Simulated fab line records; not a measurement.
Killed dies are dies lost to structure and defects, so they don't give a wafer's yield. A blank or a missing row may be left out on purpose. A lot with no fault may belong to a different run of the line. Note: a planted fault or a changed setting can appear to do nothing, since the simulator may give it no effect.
One fault seen from 2 desks	flow rit cmos	each desk has only its own numbers; what lay behind them comes last

== THE TOOL OWNER'S DESK: furnace-04 ==
The tool's own readings at RIT_GATE_OXIDATION_05 (target thk 3 nm, ox time 270 s): means of the sampled wafers that have a number, for each lot that ran on this tool. Marked OUT: a lot whose mean sits more than 4 standard deviations from the usual mean, which makes it out of limits; the brackets give that distance.
Columns: A = tube center temp C at RIT_GATE_OXIDATION_05, usual 900 C
lot	first seen here	A
L498	day 2 17:01	900
L499	day 2 20:17	900
L501	day 3 06:58	900
L503	day 3 19:02	900
L504	day 3 20:22	900
L519	day 7 03:08	900
This desk's verdict: no lot among the 6 shows anything out of limits.

== METROLOGY DESK ==
Lot by lot, what the gauges showed, no matter which tool ran the lot: averages of those sampled wafers that carry a number. Marked OUT: a lot whose mean sits more than 4 standard deviations from the usual mean, which makes it out of limits; the brackets give that distance.
Columns: A = FOX2_OXIDE_THK at RIT_FOX2_THK_MEAS_01, usual 349 nm; B = PRETRO_OVL at RIT_PRETRO_OVL_MEAS_06, usual -0.3 nm; C = GATE_OXIDE_THK at RIT_GATE_THK_MEAS_07, usual 2.98 nm
lot	first seen here	A	B	C
L497	day 1 20:05	361	0.4	2.87
L498	day 2 01:29	343	-1.3	3.00
L499	day 2 05:22	345	1.5	3.02
L500	day 2 10:59	348	-2.2	3.01
L501	day 2 16:40	349	-2.7	3.01
L502	day 2 22:01	351	-0.3	2.92
L503	day 3 03:15	350	-0.6	3.49 (+8.0) OUT
L504	day 3 06:58	349	1.7	3.32 (+5.4) OUT
L505	day 3 11:14	342	-0.2	2.91
L513	day 5 04:59	350	-0.6	2.96
L514	day 5 08:38	355	1.1	3.09
L518	day 6 06:05	350	1.8	2.97
L519	day 6 10:57	350	0.1	3.02
L520	day 6 15:58	351	0.3	2.99
This desk reports L503, L504 out of limits; the earliest was L503 at day 3 20:22 (GATE_OXIDE_THK at RIT_GATE_THK_MEAS_07). In limits: L497, L498, L499, L500, L501, L502, L505, L513, L514, L518, L519, L520.

== PUT TOGETHER ==
At day 3 20:22 the metrology desk could have sounded an alarm, on L503, L504.
The desk of the tool owner found nothing out of limits.
The tool owner's desk has L503, L504 on record, within its limits.
On furnace-04, each named lot ran RIT_GATE_OXIDATION_05.

== WHAT THE SIMULATOR HAD INSERTED ==
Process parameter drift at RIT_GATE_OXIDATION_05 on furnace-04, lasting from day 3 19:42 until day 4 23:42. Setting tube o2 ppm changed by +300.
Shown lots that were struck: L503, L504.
Time in hours between the start of the fault and the first out-of-limits reading at each desk: metrology desk, 1.
